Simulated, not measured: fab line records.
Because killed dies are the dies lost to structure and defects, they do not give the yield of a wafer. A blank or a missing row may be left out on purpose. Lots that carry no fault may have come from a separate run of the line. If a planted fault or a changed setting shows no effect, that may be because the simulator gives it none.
Which of the tools did it? ; flow berkeley_cmos170 ; 15 lots with 45 wafers sampled at 5 steps, on a route of 331 steps

== WHAT THE GAUGES SHOWED, per wafer ==
UCB170_V1_THK_MEAS_01. Usual: V1_TEOS_THK 1998 nm, standard deviation 32.
lot;measured;on;V1_TEOS_THK (nm);flag
L438;day 8 17:15;film_metro-04;1998 1923 2001;
L439;day 9 07:25;film_metro-04;1964 1981 2016;
L443;day 10 05:38;film_metro-04;1997 2011 1987;
L440;day 10 06:58;film_metro-04;1942 1969 2019;
L445;day 10 21:38;film_metro-02;1954 1999 2011;
L448;day 11 19:26;film_metro-01;1957 1983 2001;
L447;day 11 20:46;film_metro-04;2009 2005 2038;
L446;day 11 20:46;film_metro-02;2002 2025 2067;
L450;day 12 17:53;film_metro-01;1997 1938 1978;
L451;day 12 19:18;film_metro-02;1926 1999 2011;
L453;day 13 02:01;film_metro-01;1960 1970 1994;
L452;day 13 03:22;film_metro-01;1989 2063 2010;
L454;day 13 03:23;film_metro-02;1978 1974 2018;
L455;day 13 14:38;film_metro-02;1949 2018 1995;
L461;day 14 18:39;film_metro-04;2039 2035 2069;

UCB170_V2_THK_MEAS_01. Usual: V2_TEOS_THK 1984 nm, standard deviation 31.
lot;measured;on;V2_TEOS_THK (nm);flag
L438;day 8 22:05;film_metro-04;1948 1959 1957;
L439;day 9 12:19;film_metro-03;1958 1957 1980;
L443;day 10 13:44;film_metro-04;1979 2017 2052;
L440;day 10 14:10;film_metro-03;1934 1956 1983;
L445;day 11 05:50;film_metro-04;1975 2022 2030;
L448;day 12 02:19;film_metro-03;1973 1934 2017;
L447;day 12 06:18;film_metro-04;1958 1923 1974;
L446;day 12 07:09;film_metro-02;1950 1972 2016;
L450;day 13 01:08;film_metro-04;1952 1911 1993;
L451;day 13 02:43;film_metro-03;1971 1989 2000;
L453;day 13 07:22;film_metro-03;1949 1973 1967;
L452;day 13 08:56;film_metro-04;1968 1982 1987;
L454;day 13 09:11;film_metro-03;2011 2057 2038;
L455;day 13 19:49;film_metro-02;1992 2014 1949;
L461;day 15 01:53;film_metro-03;1969 1978 1999;

UCB170_V2_THK_MEAS_04. Usual: V2_POLISHED_THK 1000.2 nm, standard deviation 1.6.
lot;measured;on;V2_POLISHED_THK (nm);flag
L438;day 8 22:34;film_metro-02;1000.0 999.9 1002.3;
L439;day 9 12:47;film_metro-04;1000.3 1002.9 1001.0;
L443;day 10 14:13;film_metro-04;1000.2 999.8 998.2;
L440;day 10 14:39;film_metro-03;998.3 1001.6 999.1;
L445;day 11 06:19;film_metro-04;1000.4 1000.5 1001.1;
L448;day 12 02:48;film_metro-03;998.9 996.8 998.6;
L447;day 12 06:47;film_metro-02;1001.7 1000.6 1001.8;
L446;day 12 07:38;film_metro-03;999.4 997.0 998.8;
L450;day 13 01:37;film_metro-03;997.9 999.0 999.1;
L451;day 13 03:11;film_metro-03;1000.2 1000.7 1000.3;
L453;day 13 07:50;film_metro-02;1000.0 1000.8 999.1;
L452;day 13 09:25;film_metro-02;1338.4 1345.8 1344.9;OFF
L454;day 13 09:43;film_metro-03;1354.8 1368.7 1364.2;OFF
L455;day 13 20:17;film_metro-04;1349.7 1357.8 1334.0;OFF
L461;day 15 02:22;film_metro-03;999.6 999.2 997.4;

== TOOL THAT RAN EACH LOT (tool first, then ch and the chambers of the sampled wafers, then the start) ==
lot;UCB170_CONTACT_ETCH_17;UCB170_V2_CMP_02
L438;rie_diel-03 ch 0,2,3, day 8 13:25;cmp-02 ch 0,1,2, day 8 22:09
L439;rie_diel-02 ch 0,1,2, day 9 03:36;cmp-02 ch 0,1,3, day 9 12:22
L443;rie_diel-01 ch 0,1,2, day 10 00:55;cmp-01 ch 0,2,3, day 10 13:57
L440;rie_diel-03 ch 0,1,2, day 10 02:27;cmp-01 ch 1,2,3, day 10 14:14
L445;rie_diel-02 ch 2,3, day 10 17:08;cmp-02 ch 0,2,3, day 11 05:56
L448;rie_diel-03 ch 0,1,3, day 11 15:44;cmp-01 ch 1,2,3, day 12 02:28
L447;rie_diel-01 ch 1,3, day 11 15:59;cmp-02 ch 1,2,3, day 12 06:25
L446;rie_diel-02 ch 0,3, day 11 16:13;cmp-01 ch 0,1,2, day 12 07:19
L450;rie_diel-03 ch 2,3, day 12 13:40;cmp-01 ch 1,2,3, day 13 01:18
L451;rie_diel-02 ch 0,2, day 12 14:44;cmp-02 ch 0,3, day 13 02:46
L453;rie_diel-02 ch 1,2,3, day 12 21:13;cmp-02 ch 1,2,3, day 13 07:25
L452;rie_diel-01 ch 1,2, day 12 21:32;cmp-02 ch 0,1,3, day 13 09:05
L454;rie_diel-02 ch 0,1,3, day 12 21:49;cmp-02 ch 0,3, day 13 09:17
L455;rie_diel-02 ch 2,3, day 13 10:46;cmp-02 ch 1,2, day 13 19:52
L461;rie_diel-02 ch 0,1,3, day 14 13:24;cmp-01 ch 0,2,3, day 15 01:56
- UCB170_CONTACT_ETCH_17: etches BARC in N2/H2.
- UCB170_V2_CMP_02: polishes SiO2.

== AS READ BY THE TOOLS THEMSELVES (means over the sampled wafers that have a number; for cases with no such wafer, the mark the record gives instead) ==
UCB170_CONTACT_ETCH_17. Usual: drypump_motor_current_A 5.4 A, standard deviation 0.38; oes_product_au 1.005 a.u., standard deviation 0.027; rf_fwd_power_W 494.4 W, standard deviation 2.1; throttle_valve_pct 13.33 %, standard deviation 0.14.
lot;tool;drypump_motor_current_A (A);oes_product_au (a.u.);rf_fwd_power_W (W);throttle_valve_pct (%);flag
L438;rie_diel-03;5.4;1.011;494.5;13.31;
L439;rie_diel-02;5.2;1.029;495.2;13.32;
L443;rie_diel-01;5.4;0.995;494.6;13.30;
L440;rie_diel-03;5.8;1.012;491.9;13.33;
L445;rie_diel-02;5.0;0.991;495.1;13.54;
L448;rie_diel-03;5.7;1.016;493.8;13.26;
L447;rie_diel-01;5.7;0.997;495.0;13.37;
L446;rie_diel-02;5.3;1.006;493.7;13.33;
L450;rie_diel-03;5.1;0.992;492.9;13.43;
L451;rie_diel-02;5.1;1.025;494.0;13.33;
L453;rie_diel-02;5.2;0.994;494.3;13.38;
L452;rie_diel-01;5.2;0.975;498.2;13.28;
L454;rie_diel-02;5.3;1.014;494.9;13.26;
L455;rie_diel-02;5.0;0.979;496.8;13.54;
L461;rie_diel-02;5.3;1.009;494.9;13.26;

UCB170_V2_CMP_02. Usual: edge_zone_pressure_frac 1.000, standard deviation 0.0048; head_pressure_psi 6.001 psi, standard deviation 0.013; motor_current_A 15.4 A, standard deviation 1.5; retaining_ring_pressure_frac 1.000, standard deviation 0.0048.
lot;tool;edge_zone_pressure_frac;head_pressure_psi (psi);motor_current_A (A);retaining_ring_pressure_frac;flag
L438;cmp-02;0.996;6.011;14.9;1.000;
L439;cmp-02;0.995;5.994;14.3;0.998;
L443;cmp-01;1.003;5.999;15.0;0.996;
L440;cmp-01;0.998;6.002;17.0;1.001;
L445;cmp-02;0.997;6.001;16.0;1.002;
L448;cmp-01;1.006;6.006;16.4;0.994;
L447;cmp-02;1.002;6.008;14.9;0.999;
L446;cmp-01;1.002;6.010;15.7;1.000;
L450;cmp-01;1.003;5.996;16.7;1.000;
L451;cmp-02;0.997;5.996;15.5;0.999;
L453;cmp-02;1.000;6.005;15.0;0.998;
L452;cmp-02;0.997;5.997;14.7;0.997;
L454;cmp-02;0.999;6.010;15.4;1.002;
L455;cmp-02;0.998;6.012;15.5;0.998;
L461;cmp-01;1.004;6.001;15.3;0.997;

== THE ANSWER, worked out from the rows above alone ==
Rule: a lot is off if the mean of its wafers that have a number lies more than 3 standard deviations from the usual mean. Also off: a lot with no number at a reading for which 4 or more lots have one. The other lots that the step has rows for count as sound. The gauges are gone through in route order, then the tools' own readings, and for those a lot's mean is taken as printed above. At the first step where some lot is off, the reading lying furthest off is the one used; lots without a number count as furthest.
Off: at UCB170_V2_THK_MEAS_04 (V2_POLISHED_THK), L452, L454, L455.
If a tool, at a process step before that reading, ran all the lots that are off and no sound lot after the first of them, it fits. The gauges at UCB170_V2_THK_MEAS_04 are tried like those tools. One fits: cmp-02 at UCB170_V2_CMP_02. Its last sound lot is L453 (day 13 07:25), its first lot that is off L452 (day 13 09:05): a fault that began between those two fits.

== WHAT THE SIMULATOR HAD INSERTED ==
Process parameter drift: cmp-02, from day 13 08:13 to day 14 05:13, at UCB170_V2_CMP_02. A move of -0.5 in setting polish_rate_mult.
Shown lots that were struck: L452, L454, L455. This agrees with what the rule above found.
